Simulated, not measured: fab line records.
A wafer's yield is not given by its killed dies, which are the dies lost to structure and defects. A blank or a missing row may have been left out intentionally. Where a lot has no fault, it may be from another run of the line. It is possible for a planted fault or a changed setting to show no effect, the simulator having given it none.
What tool caused it? -- flow berkeley_cmos170 -- Sampling: 13 lots, 38 wafers, 3 of 331 route steps

WHAT EACH GAUGE READ, for each wafer
UCB170_START_BOW_MEAS_00. Usual: for INCOMING_BOW the level is 0 um and the standard deviation is 6.9.
lot,measured,on,INCOMING_BOW (um),flag
L731,day 1 10:00,film_metro-03,-3 1 1,
L732,day 1 15:00,film_metro-04,-1 -4 -6,
L733,day 1 20:00,film_metro-04,-2 13 7,
L734,day 2 01:01,film_metro-03,15 12 -8,
L736,day 2 11:02,film_metro-04,-4 2 -6,
L737,day 2 16:00,film_metro-01,3 6 -3,
L738,day 2 21:06,film_metro-03,-6 9 6,
L740,day 3 07:00,film_metro-03,-7 -1 -10,
L741,day 3 12:02,film_metro-04,-16 4 9,
L742,day 3 17:00,film_metro-03,10 4,
L747,day 4 18:01,film_metro-04,-1 -1 1,
L750,day 5 09:01,film_metro-04,11 2 -1,
L753,day 6 00:00,film_metro-03,-8 -7 4,

UCB170_CONTACT_OVL_MEAS_16. Usual: for CONTACT_OVL the level is 1 nm and the standard deviation is 5.1.
lot,measured,on,CONTACT_OVL (nm),flag
L731,day 9 01:56,overlay-02,0 -2 -3,
L732,day 9 09:13,overlay-01,-3 2 -3,
L733,day 9 10:04,overlay-01,8 5 2,
L734,day 10 02:49,overlay-01,7 3 6,
L736,day 10 22:01,overlay-01,1 1 6,
L737,day 10 19:23,overlay-01,-5 -7 -4,
L738,day 10 22:19,overlay-01,11 8 7,
L740,day 11 11:43,overlay-02,-3 -2 0,
L741,day 11 14:51,overlay-02,2 4 3,
L742,day 11 15:04,overlay-01,7 9,
L747,day 12 10:32,overlay-02,-8 -7 -4,
L750,day 12 13:39,overlay-01,-2 -3 -3,
L753,day 13 15:45,overlay-02,-6 -5 -7,

WHAT TOOL EACH LOT RAN ON (gives the tool, then ch and the chambers of the sampled wafers, and finally the start)
lot,UCB170_PWELL_ETCH_14
L731,"rie_diel-02 ch 0,1, day 3 20:19"
L732,"rie_diel-02 ch 0,1,3, day 4 04:03"
L733,"rie_diel-01 ch 0,1,3, day 4 04:13"
L734,"rie_diel-01 ch 0,2, day 5 07:00"
L736,"rie_diel-01 ch 0,2,3, day 5 15:16"
L737,"rie_diel-02 ch 0,2,3, day 5 14:43"
L738,"rie_diel-02 ch 0,2,3, day 5 15:26"
L740,"rie_diel-02 ch 1,2,3, day 6 01:32"
L741,"rie_diel-01 ch 0,1,3, day 6 00:52"
L742,"rie_diel-04 ch 1,2, day 6 01:35"
L747,"rie_diel-01 ch 1,2,3, day 7 05:07"
L750,"rie_diel-02 ch 0,1,2, day 7 13:30"
L753,"rie_diel-02 ch 0,1,2, day 7 22:39"
- UCB170_PWELL_ETCH_14: etches Si3N4 in CH3F/Ar/O2, stops on SiO2, target depth 242 nm, time 151 s.

AS READ BY THE TOOLS THEMSELVES (means over the sampled wafers that have a number; for cases with no such wafer, the mark the record gives instead)
UCB170_PWELL_ETCH_14. Usual: drypump_motor_current_A 5.7 A, standard deviation 0.41; oes_product_au 0.936 a.u., standard deviation 0.014; throttle_valve_pct 8.05 %, standard deviation 0.13.
lot,tool,drypump_motor_current_A (A),oes_product_au (a.u.),throttle_valve_pct (%),flag
L731,rie_diel-02,5.6,0.936,8.12,
L732,rie_diel-02,5.6,0.945,8.12,
L733,rie_diel-01,5.9,0.928,8.02,
L734,rie_diel-01,5.7,0.931,7.98,
L736,rie_diel-01,5.8,0.927,7.98,
L737,rie_diel-02,5.7,0.946,8.04,
L738,rie_diel-02,5.7,0.941,8.04,
L740,rie_diel-02,5.7,0.933,8.09,
L741,rie_diel-01,5.9,0.926,8.02,
L742,rie_diel-04,5.0,0.941,8.15,
L747,rie_diel-01,5.7,0.937,8.12,
L750,rie_diel-02,5.7,0.926,8.04,
L753,rie_diel-02,5.7,0.934,8.04,

THE ANSWER, worked out from the rows above alone
Rule: a lot is off if the mean of its wafers that have a number lies more than 3 standard deviations from the usual mean. A lot without any number at a reading at which 4 lots or more have one is off too. Where the step has rows for the other lots, those lots are counted as sound. The gauges are gone through in route order, then the tools' own readings, and for those a lot's mean is taken as printed above. At the first step where some lot is off, the reading lying furthest off is the one used; lots without a number count as furthest.
No lot is off at any reading shown: from this, nothing can be told.

WHAT WAS PUT IN BY THE SIMULATOR
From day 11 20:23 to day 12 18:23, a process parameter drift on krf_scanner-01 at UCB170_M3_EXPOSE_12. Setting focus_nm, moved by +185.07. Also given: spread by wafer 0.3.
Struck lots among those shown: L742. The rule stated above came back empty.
